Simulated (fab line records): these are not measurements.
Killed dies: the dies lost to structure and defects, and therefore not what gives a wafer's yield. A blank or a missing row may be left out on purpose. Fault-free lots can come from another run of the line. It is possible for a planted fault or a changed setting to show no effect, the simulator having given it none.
fab line records | flow berkeley_cmos170
record lots=14 | wafers=42 | last_day=11
route steps=331 shown PWELL@37 ACTIVE@73
lots untouched by any fault: they come from a run of this same line in which no faults occurred
start_h: hours from the record's first day to the start of the lot's first wafer shown | wait_h: hours from the lot's prior step to this one | " repeats the value in the row above | L1.1+2: a single row standing in for several wafers | - either no value or no given start | * or withheld: withheld | < > ~ a bound
route shown NAME@n: a module of which the file shows steps, and the number in the route of the first | usual: mean/standard deviation of fault-free wafers | same: alike in all rows | chamber/n: place in a boat | sites: per-site readings | _std_site: how widely they spread, as a standard deviation | _edge_site: inner sites' mean taken away from outer sites' mean | radius_mm: for every site, how far away it sits from the centre of the wafer | mask NAME#n: copy n | behind: the most recent tool/chamber to have shaped the wafer | hold: the reason the lot was held/the length of the hold in hours/how it ended | device: transistor that didn't switch, given as n, p or np | end of line: the route-end tests of the same wafers | step lacking rows: just its recipe | killed: dies lost to structure and defects at the first sort, not the wafer's yield | map: shows each die of a wafer: x if killed, . if not, _ if none is there
set.NAME: the run value of the setting; set.NAME@STEP: its run value at that earlier step | model.NAME: the simulator's own value behind a step, which no gauge read
route steps across a sampled set of lots; one table per step, one row per wafer
services: a tool's chamber out of use, with start hour (start_h, from the record's first day; less than 0 if before it), hours out, and reason
## steps
# step UCB170_PWELL_THK_MEAS_03
# recipe reads=SiO2_of_PWELL_OXIDATION_02
# usual PWELL_OXIDE_THK=26.5/0.5
lot.wafer | tool          | chamber | start_h | wait_h | PWELL_OXIDE_THK[nm]
L725.1    | film_metro-01 | -       | 53.22   | 0.0    | 26.1
L725.2    | "             | -       | "       | "      | 26.2
L725.5    | "             | -       | "       | "      | 26.3
L726.2    | film_metro-01 | -       | 59.88   | 0.0    | 26.7
L726.4    | "             | -       | "       | "      | 26.3
L726.6    | "             | -       | "       | "      | 26.3
L727.2    | film_metro-01 | -       | 65.16   | 0.0    | 26.0
L727.3    | "             | -       | "       | "      | 26.1
L727.6    | "             | -       | "       | "      | 26.2
L730.3    | film_metro-02 | -       | 82.55   | 0.0    | 26.0
L730.5    | "             | -       | "       | "      | 26.7
L730.6    | "             | -       | "       | "      | 26.3
L731.2    | film_metro-02 | -       | 87.06   | 0.0    | 26.7
L731.4    | "             | -       | "       | "      | 26.5
L731.5    | "             | -       | "       | "      | 26.6
L732.2    | film_metro-01 | -       | 93.59   | 0.0    | 26.4
L732.4    | "             | -       | "       | "      | 26.1
L732.6    | "             | -       | "       | "      | 26.6
L736.2    | film_metro-03 | -       | 110.76  | 0.0    | 27.2
L736.3    | "             | -       | "       | "      | 27.9
L736.5    | "             | -       | "       | "      | 27.4
L737.1    | film_metro-01 | -       | 115.02  | 0.0    | 26.5
L737.2    | "             | -       | "       | "      | 26.1
L737.5    | "             | -       | "       | "      | 26.2
L738.2    | film_metro-02 | -       | 120.62  | 0.0    | 26.8
L738.3    | "             | -       | "       | "      | 27.0
L738.6    | "             | -       | "       | "      | 26.8
L739.1    | film_metro-01 | -       | 123.97  | 0.0    | 26.9
L739.2    | "             | -       | "       | "      | 26.3
L739.5    | "             | -       | "       | "      | 26.4
L740.1    | film_metro-02 | -       | 133.66  | 0.0    | 25.9
L740.3    | "             | -       | "       | "      | 25.5
L740.6    | "             | -       | "       | "      | 26.0
L742.1    | film_metro-03 | -       | 140.82  | 0.0    | 26.8
L742.3    | "             | -       | "       | "      | 27.0
L742.5    | "             | -       | "       | "      | 26.8
L743.1    | film_metro-02 | -       | 146.35  | 0.0    | 26.5
L743.3    | "             | -       | "       | "      | 27.2
L743.5    | "             | -       | "       | "      | 27.3
L744.2    | film_metro-01 | -       | 146.36  | 0.0    | 25.7
L744.4    | "             | -       | "       | "      | 26.1
L744.5    | "             | -       | "       | "      | 25.8
# step UCB170_PWELL_STRIP_16
# recipe chemistry=O2 | power_w=400 | pressure_mtorr=3500 | platen_temp_c=withheld | o2_flow_sccm=400 | overash_fraction=0.5
# usual chamber_pressure_mTorr=3499.9/3 | drypump_motor_current_A=5.5/0.33 | oes_product_au=0.721/0.0044 | strip_time_to_endpoint_s=18.05/0.12
lot.wafer | tool            | chamber | start_h | wait_h | chamber_pressure_mTorr | drypump_motor_current_A | oes_product_au | rf_hours_counter_h | strip_time_to_endpoint_s
L725.1    | plasma_asher-02 | 0       | 61.95   | 0.1    | 3500.6                 | 5.8                     | 0.720          | 35                 | 17.90
L725.2    | "               | 1       | "       | "      | 3496.5                 | 5.0                     | 0.720          | 35                 | 17.91
L725.5    | "               | 0       | "       | "      | 3499.7                 | 5.8                     | 0.721          | -                  | 17.90
L726.2    | plasma_asher-01 | 0       | 67.15   | 0.1    | 3498.0                 | 5.5                     | 0.726          | 28                 | 18.02
L726.4    | "               | 1       | "       | "      | 3498.9                 | 6.0                     | 0.730          | -                  | 18.28
L726.6    | "               | 0       | "       | "      | 3500.2                 | 5.5                     | 0.721          | -                  | 18.00
L727.2    | plasma_asher-03 | 0       | 72.47   | 0.1    | 3501.5                 | 5.8                     | 0.724          | 36                 | 18.19
L727.3    | "               | 1       | "       | "      | 3502.6                 | 5.3                     | 0.724          | -                  | 18.11
L727.6    | "               | 0       | "       | "      | 3500.4                 | 5.8                     | 0.724          | -                  | 17.91
L730.3    | plasma_asher-03 | 1       | 90.54   | 0.1    | 3504.1                 | 5.3                     | 0.716          | -                  | 18.02
L730.5    | "               | 1       | "       | "      | 3505.3                 | 5.2                     | 0.727          | -                  | 18.07
L730.6    | "               | 0       | "       | "      | 3500.9                 | 5.8                     | 0.721          | -                  | 18.01
L731.2    | plasma_asher-03 | 0       | 94.15   | 0.1    | -                      | -                       | -              | -                  | -
L731.4    | "               | 1       | "       | "      | -                      | -                       | -              | -                  | -
L731.5    | "               | 1       | "       | "      | -                      | -                       | -              | -                  | -
L732.2    | plasma_asher-01 | 0       | 101.77  | 0.1    | -                      | -                       | -              | -                  | -
L732.4    | "               | 1       | "       | "      | -                      | -                       | -              | -                  | -
L732.6    | "               | 1       | "       | "      | -                      | -                       | -              | -                  | -
L736.2    | plasma_asher-01 | 1       | 117.17  | 0.1    | 3499.5                 | 6.0                     | 0.722          | 34                 | 17.87
L736.3    | "               | 0       | "       | "      | 3496.8                 | 5.5                     | 0.721          | -                  | 17.90
L736.5    | "               | 0       | "       | "      | 3500.9                 | 5.6                     | 0.713          | -                  | 17.88
L737.1    | plasma_asher-02 | 0       | 123.51  | 0.1    | 3503.4                 | 5.8                     | 0.727          | 42                 | 18.15
L737.2    | "               | 1       | "       | "      | 3498.1                 | 5.0                     | 0.723          | 42                 | 18.11
L737.5    | "               | 1       | "       | "      | 3496.7                 | 5.0                     | 0.725          | -                  | 18.14
L738.2    | plasma_asher-03 | 0       | 127.70  | 0.1    | 3504.8                 | 5.8                     | 0.721          | 1                  | 17.95
L738.3    | "               | 0       | "       | "      | 3499.3                 | 5.8                     | 0.726          | -                  | 18.24
L738.6    | "               | 1       | "       | "      | 3499.5                 | 5.2                     | 0.724          | -                  | 18.20
L739.1    | plasma_asher-02 | 1       | 131.18  | 0.1    | 3497.8                 | 5.0                     | 0.723          | 43                 | 18.11
L739.2    | "               | 0       | "       | "      | 3493.7                 | 5.8                     | 0.722          | 43                 | 18.16
L739.5    | "               | 0       | "       | "      | 3492.8                 | 5.8                     | 0.714          | -                  | 18.33
L740.1    | plasma_asher-01 | 1       | 139.82  | 0.1    | 3500.9                 | 6.0                     | 0.716          | 37                 | 18.26
L740.3    | "               | 1       | "       | "      | 3500.6                 | 5.9                     | 0.721          | -                  | 17.98
L740.6    | "               | 1       | "       | "      | 3497.7                 | 5.9                     | 0.709          | -                  | 18.22
L742.1    | plasma_asher-02 | 1       | 148.67  | 0.2    | 3501.8                 | 5.0                     | 0.714          | 45                 | 17.93
L742.3    | "               | 0       | "       | "      | 3500.4                 | 5.8                     | 0.721          | -                  | 17.97
L742.5    | "               | 1       | "       | "      | 3498.6                 | 5.0                     | 0.722          | -                  | 17.99
L743.1    | plasma_asher-03 | 0       | 153.17  | 0.2    | 3501.3                 | 5.8                     | 0.717          | 3                  | 18.05
L743.3    | "               | 1       | "       | "      | 3501.3                 | 5.2                     | 0.723          | -                  | 17.98
L743.5    | "               | 0       | "       | "      | 3499.9                 | 5.8                     | 0.720          | -                  | 18.10
L744.2    | plasma_asher-02 | 1       | 153.47  | 0.2    | 3498.7                 | 5.0                     | 0.725          | 46                 | 18.19
L744.4    | "               | 0       | "       | "      | 3501.5                 | 5.8                     | 0.722          | -                  | 18.15
L744.5    | "               | 1       | "       | "      | 3504.3                 | 5.0                     | 0.724          | -                  | 18.23
# step UCB170_ACTIVE_CD_MEAS_13
# recipe target_cd_nm=1200
# usual cd_nm=1199.8/1.5
lot.wafer | tool      | chamber | start_h | wait_h | cd_nm
L726.2    | cd_sem-02 | -       | 95.75   | -      | 1197.3
L726.4    | "         | -       | "       | "      | 1198.2
L726.6    | "         | -       | "       | "      | 1199.0
L725.1    | cd_sem-02 | -       | 95.97   | -      | 1200.2
L725.2    | "         | -       | "       | "      | 1200.4
L725.5    | "         | -       | "       | "      | 1200.3
L727.2    | cd_sem-01 | -       | 99.46   | -      | 1200.7
L727.3    | "         | -       | "       | "      | 1199.8
L727.6    | "         | -       | "       | "      | 1200.6
L730.3    | cd_sem-01 | -       | 117.68  | -      | 1200.6
L730.5    | "         | -       | "       | "      | 1199.5
L730.6    | "         | -       | "       | "      | 1199.9
L736.2    | cd_sem-02 | -       | 146.63  | -      | 1200.2
L736.3    | "         | -       | "       | "      | 1199.7
L736.5    | "         | -       | "       | "      | 1200.0
L737.1    | cd_sem-02 | -       | 150.63  | -      | 1200.1
L737.2    | "         | -       | "       | "      | 1199.2
L737.5    | "         | -       | "       | "      | 1199.7
L739.1    | cd_sem-02 | -       | 150.87  | -      | 1201.0
L739.2    | "         | -       | "       | "      | 1201.9
L739.5    | "         | -       | "       | "      | 1202.0
L738.2    | cd_sem-01 | -       | 151.30  | -      | 1199.8
L738.3    | "         | -       | "       | "      | 1198.1
L738.6    | "         | -       | "       | "      | 1199.6
L740.1    | cd_sem-02 | -       | 164.62  | -      | 1197.1
L740.3    | "         | -       | "       | "      | 1199.7
L740.6    | "         | -       | "       | "      | 1200.1
L742.1    | cd_sem-02 | -       | 174.19  | -      | 1198.7
L742.3    | "         | -       | "       | "      | 1198.6
L742.5    | "         | -       | "       | "      | 1200.1
L743.1    | cd_sem-01 | -       | 180.29  | -      | 1198.1
L743.3    | "         | -       | "       | "      | 1198.4
L743.5    | "         | -       | "       | "      | 1198.0
L744.2    | cd_sem-02 | -       | 180.34  | -      | 1200.0
L744.4    | "         | -       | "       | "      | 1197.6
L744.5    | "         | -       | "       | "      | 1199.2
# step UCB170_ACTIVE_STRIP_16
# recipe chemistry=O2 | power_w=400 | pressure_mtorr=3500 | platen_temp_c=withheld | o2_flow_sccm=400 | overash_fraction=0.5
# usual chamber_pressure_mTorr=3500/3.1 | drypump_motor_current_A=5.6/0.34 | oes_product_au=0.721/0.0046 | strip_time_to_endpoint_s=18.12/0.13
lot.wafer | tool            | chamber | start_h | wait_h | chamber_pressure_mTorr | drypump_motor_current_A | oes_product_au | rf_hours_counter_h | strip_time_to_endpoint_s
L726.2    | plasma_asher-03 | 1       | 95.98   | 0.1    | 3498                   | 5.2                     | 0.720          | 39                 | 18.24
L726.4    | "               | 0       | "       | "      | 3503                   | 5.8                     | 0.724          | -                  | 18.30
L726.6    | "               | 1       | "       | "      | 3499                   | 5.2                     | 0.719          | -                  | 18.11
L725.1    | plasma_asher-02 | 1       | 96.22   | 0.1    | 3504                   | 5.0                     | 0.722          | 39                 | 17.88
L725.2    | "               | 0       | "       | "      | 3496                   | 5.7                     | 0.717          | 39                 | 18.11
L725.5    | "               | 0       | "       | "      | 3498                   | 5.8                     | 0.724          | -                  | 18.08
L727.2    | plasma_asher-02 | 1       | 99.69   | 0.1    | 3501                   | 5.0                     | 0.724          | 39                 | 18.11
L727.3    | "               | 0       | "       | "      | 3495                   | 5.8                     | 0.723          | -                  | 17.78
L727.6    | "               | 0       | "       | "      | 3499                   | 5.8                     | 0.719          | -                  | 18.12
L730.3    | plasma_asher-03 | 1       | 117.93  | 0.1    | 3497                   | 5.3                     | 0.724          | -                  | 18.24
L730.5    | "               | 0       | "       | "      | 3499                   | 5.8                     | 0.728          | -                  | 18.04
L730.6    | "               | 1       | "       | "      | 3499                   | 5.3                     | 0.715          | -                  | 18.15
L736.2    | plasma_asher-04 | 1       | 146.87  | 0.1    | 3501                   | 6.0                     | 0.721          | 44                 | 17.94
L736.3    | "               | 0       | "       | "      | 3502                   | 5.4                     | 0.716          | -                  | 18.02
L736.5    | "               | 1       | "       | "      | 3502                   | 6.0                     | 0.728          | -                  | 17.99
L737.1    | plasma_asher-03 | 0       | 150.88  | 0.1    | 3498                   | 5.8                     | 0.721          | 3                  | 18.31
L737.2    | "               | 1       | "       | "      | 3504                   | 5.2                     | 0.729          | 3                  | 18.20
L737.5    | "               | 0       | "       | "      | 3495                   | 5.8                     | 0.723          | -                  | 18.25
L739.1    | plasma_asher-02 | 1       | 151.12  | 0.1    | 3508                   | 5.1                     | 0.713          | 45                 | 18.21
L739.2    | "               | 0       | "       | "      | 3498                   | 5.8                     | 0.717          | 45                 | 18.04
L739.5    | "               | 0       | "       | "      | 3500                   | 5.8                     | 0.728          | -                  | 18.01
L738.2    | plasma_asher-03 | 0       | 151.54  | 0.1    | 3498                   | 5.8                     | 0.713          | 3                  | 18.15
L738.3    | "               | 1       | "       | "      | 3505                   | 5.2                     | 0.715          | -                  | 17.90
L738.6    | "               | 1       | "       | "      | 3492                   | 5.3                     | 0.728          | -                  | 18.13
L740.1    | plasma_asher-03 | 0       | 164.87  | 0.1    | 3495                   | 5.8                     | 0.718          | 5                  | 18.12
L740.3    | "               | 1       | "       | "      | 3503                   | 5.2                     | 0.721          | -                  | 17.89
L740.6    | "               | 1       | "       | "      | 3504                   | 5.2                     | 0.723          | -                  | 17.94
L742.1    | plasma_asher-04 | 0       | 174.44  | 0.1    | 3497                   | 5.5                     | 0.722          | 46                 | 18.20
L742.3    | "               | 1       | "       | "      | 3497                   | 6.1                     | 0.722          | -                  | 18.19
L742.5    | "               | 0       | "       | "      | 3502                   | 5.5                     | 0.715          | -                  | 18.16
L743.1    | plasma_asher-03 | 0       | 180.55  | 0.1    | 3505                   | 5.8                     | 0.721          | 7                  | 18.00
L743.3    | "               | 0       | "       | "      | 3501                   | 5.8                     | 0.713          | -                  | 17.83
L743.5    | "               | 0       | "       | "      | 3493                   | 5.8                     | 0.729          | -                  | 17.92
L744.2    | plasma_asher-04 | 0       | 180.58  | 0.1    | 3503                   | 5.5                     | 0.725          | 47                 | 18.25
L744.4    | "               | 0       | "       | "      | 3499                   | 5.5                     | 0.719          | -                  | 18.33
L744.5    | "               | 0       | "       | "      | 3495                   | 5.5                     | 0.711          | -                  | 18.22
## services
tool            | chamber | start_h | hours | kind
plasma_asher-01 | -       | 42.06   | 2.8   | pm
plasma_asher-03 | -       | 108.75  | 9.0   | pm
plasma_asher-03 | 0       | 108.75  | 9.0   | vent_cycle
plasma_asher-03 | 1       | 108.75  | 9.0   | vent_cycle
plasma_asher-03 | 0       | 117.75  | -     | clean
plasma_asher-03 | 1       | 117.75  | -     | clean
plasma_asher-03 | -       | 139.28  | 9.0   | repair
plasma_asher-04 | -       | 160.27  | 5.2   | repair
## key
first_sign step=UCB170_PWELL_STRIP_16 | reading=tool_record | direction=missing
effect none on later readings
met_at UCB170_PWELL_STRIP_16
struck_lots L731,L732
later_rows_left_out L731.2,L731.4,L731.5,L732.2,L732.4,L732.6
sort_left_out L731.2,L731.4,L731.5,L732.2,L732.4,L732.6
tester_left_out L731,L732
not_acting_at UCB170_PWELL_THK_MEAS_03,UCB170_ACTIVE_CD_MEAS_13,UCB170_ACTIVE_STRIP_16
onset_between 90.54 94.15
fault kind=skipped_step_whole | tool=plasma_asher-01,plasma_asher-03 | chamber=- | onset_h=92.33 | steps=UCB170_PWELL_STRIP_16 | scope=struck_lots_only
# tester_left_out: of these lots the tester's yield and bins aren't shown, on N5 and GAA mostly nor the transistor test; their killed dies are dies lost to structure and defects alone, not to doping, threshold or leakage, so they don't give the yield
# sort_left_out: the simulated sort isn't trusted on such a fault, so these wafers' sort isn't shown, and their yield isn't known
# later_rows_left_out: the simulator's readings of these wafers behind a module that went badly wrong aren't trusted and aren't shown, but for the sort
